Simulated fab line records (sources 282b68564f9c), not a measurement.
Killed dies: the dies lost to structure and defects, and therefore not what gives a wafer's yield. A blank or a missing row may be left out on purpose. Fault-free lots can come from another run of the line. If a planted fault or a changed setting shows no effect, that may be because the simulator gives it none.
A lot that was struck, set against a sound lot -- flow rit-cmos -- 43 out of 202 route steps
Sound: wafers L690.1, L690.5, L690.6. The struck wafers were L694.1, L694.3, L694.5. The cause is given at the end.
Each step with rows lists, per side, the tool, then ch with its chambers, then its first start. Under that, the readings that differ: sound wafers -- struck wafers -- difference of the means -- sigmas: that difference in standard deviations of wafers without a fault.
alike: same words and numbers on both sides, and readings whose means sit less than 2 such deviations apart. not compared: any withheld reading, any reading some wafer has no value for, any bound like >300 that may hide the same value, and any number with overlapping values for which the record gives no deviation.
Wherever a step has rows on one side only, a row that says differs or no value, or a row with sigmas, the two part there. Numbers that don't overlap but have no deviation are shown without sigmas and don't part them. A reading missing from all wafers of one side parts the sides only when that side holds two or more wafers.

first, 5 steps without rows for these wafers: RIT_ACTIVE_COAT_06 (resist thk 1000 nm); RIT_ACTIVE_SOFTBAKE_07 (time 60 s); RIT_ACTIVE_EXPOSE_08 (exposes mask M1, target cd 1400 nm); RIT_ACTIVE_PEB_09; RIT_ACTIVE_DEVELOP_10 (develop time 50 s).
RIT_ACTIVE_CD_MEAS_11: the cd target is 1400 nm.
  struck on cd-sem-02, day 5 08:34; sound on cd-sem-02, day 4 13:38
  alike: cd-nm
then, 1 step without rows for these wafers: RIT_ACTIVE_HARDBAKE_12 (time 60 s).
RIT_ACTIVE_ETCH_13: etches Si3N4 in SF6, stops on SiO2, time 210 s, target depth 210 nm.
  sound on rie-diel-03 ch 0,2, day 4 13:55; struck on rie-diel-01 ch 2,3, day 5 08:50
  alike: drypump-motor-current-A, oes-product-au, throttle-valve-pct
  not compared: rf-hours-counter-h
RIT_ACTIVE_STRIP_14: strips in O2, time 180 s.
  sound on plasma-asher-01 ch 0,1, day 4 14:02; struck on plasma-asher-01 ch 0, day 5 08:58
  alike: drypump-motor-current-A, rf-refl-power-W
  not compared: rf-hours-counter-h
RIT_ACTIVE_CD_MEAS_90: the cd target is 1400 nm.
  struck on cd-sem-01, day 5 09:08; sound on cd-sem-02, day 4 14:13
  alike: cd-nm
then, 2 steps without rows for these wafers: RIT_ACTIVE_CLEAN_15 (cleans in SC1, time 600 s); RIT_ACTIVE_CLEAN_16 (cleans in dHF, time 30 s).
RIT_ACTIVE_CLEAN_17: cleans in SC2, time 600 s.
  sound on wet-bench-02 ch 3, day 4 14:32; struck on wet-bench-02 ch 1, day 5 09:28
then, 1 step without rows for these wafers: RIT_FOX1_OXIDATION_00 (target thk 350.7 nm, ox time 1130 s).
RIT_FOX1_THK_MEAS_01:
  struck on film-metro-01, day 5 12:56; sound on film-metro-01, day 4 19:39
  alike: FOX1_OXIDE_THK
then, 2 steps without rows for these wafers: RIT_FOX1_WET_ETCH_02 (etches SiO2 in BOE, target depth 350 nm, time 390 s); RIT_FOX2_OXIDATION_00 (target thk 350.7 nm, ox time 1130 s).
RIT_FOX2_THK_MEAS_01:
  struck on film-metro-04, day 5 18:01; sound on film-metro-02, day 5 00:50
  alike: FOX2_OXIDE_THK
then, 2 steps without rows for these wafers: RIT_FOX2_CLEAN_02 (cleans in dHF, time 180 s); RIT_FOX2_WET_ETCH_03 (etches Si3N4 in H3PO4, target depth 195 nm, time 2700 s).
RIT_FOX2_THK_MEAS_90:
  struck on film-metro-04, day 5 18:55; sound on film-metro-01, day 5 01:43
  alike: FIELD_OXIDE_LEFT_1_THK
then, 6 steps without rows for these wafers: RIT_NWELL_HMDS_00 (prime time 60 s); RIT_NWELL_COAT_01 (resist thk 1300 nm); RIT_NWELL_SOFTBAKE_02 (time 60 s); RIT_NWELL_EXPOSE_03 (exposes mask M2, target cd 43900 nm); RIT_NWELL_PEB_04; RIT_NWELL_DEVELOP_05 (develop time 68 s).
RIT_NWELL_OVL_MEAS_06:
  struck on overlay-01, day 5 19:51; sound on overlay-01, day 5 02:39
  alike: NWELL_OVL
then, 2 steps without rows for these wafers: RIT_NWELL_HARDBAKE_07 (time 120 s); RIT_NWELL_IMPLANT_08.
RIT_NWELL_STRIP_09: strips in O2, time 180 s.
  sound on plasma-asher-04 ch 0,1, day 5 03:05; struck on plasma-asher-03 ch 0,1, day 5 20:17
  alike: drypump-motor-current-A, rf-refl-power-W
  not compared: rf-hours-counter-h
RIT_NWELL_TW_MEAS_10:
  struck on film-metro-04, day 5 20:28; sound on film-metro-02, day 5 03:16
reading,sound,struck,difference,sigmas
NWELL_TW,2165 2159 2173,2095 2087 2109,-69,-2
then, 6 steps without rows for these wafers: RIT_PWELL_HMDS_00 (prime time 60 s); RIT_PWELL_COAT_01 (resist thk 1300 nm); RIT_PWELL_SOFTBAKE_02 (time 60 s); RIT_PWELL_EXPOSE_03 (exposes mask M3, target cd 43700 nm); RIT_PWELL_PEB_04; RIT_PWELL_DEVELOP_05 (develop time 68 s).
RIT_PWELL_OVL_MEAS_06:
  struck on overlay-01, day 5 21:31; sound on overlay-02, day 5 04:38
  alike: PWELL_OVL
then, 2 steps without rows for these wafers: RIT_PWELL_HARDBAKE_07 (time 120 s); RIT_PWELL_IMPLANT_08.
RIT_PWELL_STRIP_09: strips in O2, time 180 s.
  sound on plasma-asher-04 ch 0,1, day 5 05:07; struck on plasma-asher-02 ch 0,1, day 5 21:58
  alike: drypump-motor-current-A, rf-refl-power-W
  not compared: rf-hours-counter-h
RIT_M1_PROBE_99:
  struck on prober-02, day 7 21:18; sound on prober-02, day 7 01:13
reading,sound,struck,difference,sigmas
model.etest.pmos_0p15.gate-log10-a-cm2,-6.558 -6.389 -6.533,-0.7038 -0.9591 -0.9757,+5.6138,
model.etest.nmos_0p15.gate-log10-a-cm2,-5.645 -5.283 -5.505,-0.2731 -0.3201 -0.3503,+5.1632,
model.etest.gate-to-diffusion-comb.leak-log10-a-um,-12.48 -12.1 -12.34,-7.166 -7.387 -7.318,+5.016,
model.etest.nmos-narrow.off-log10-a-um,-13.15 -13.26 -13.37,-10.86 -10.92 -10.69,+2.44,
model.etest.gate-end-array.leak-log10-a-um,-12.81 -12.98 -12.91,-10.6 -10.3 -10.39,+2.5,
model.etest.nmos_0p3.off-log10-a-um,-13.03 -13.18 -13.13,-10.71 -10.56 -10.64,+2.48,
model.etest.pmos-narrow.off-log10-a-um,-12.75 -12.91 -12.87,-10.48 -10.31 -10.89,+2.28,
model.etest.pmos_0p3.off-log10-a-um,-12.89 -12.8 -12.9,-10.48 -10.59 -11.07,+2.15,
  alike: killed-at-contacts, killed-at-front-end, killed-dies, killed-open, killed-short

WHERE THEY PART
At RIT_NWELL_TW_MEAS_10 and nowhere else, as far as this record goes. Later steps at which nothing parts them and some readings are alike: RIT_PWELL_OVL_MEAS_06, RIT_PWELL_STRIP_09, RIT_M1_PROBE_99.

WHY: the cause the simulator had injected
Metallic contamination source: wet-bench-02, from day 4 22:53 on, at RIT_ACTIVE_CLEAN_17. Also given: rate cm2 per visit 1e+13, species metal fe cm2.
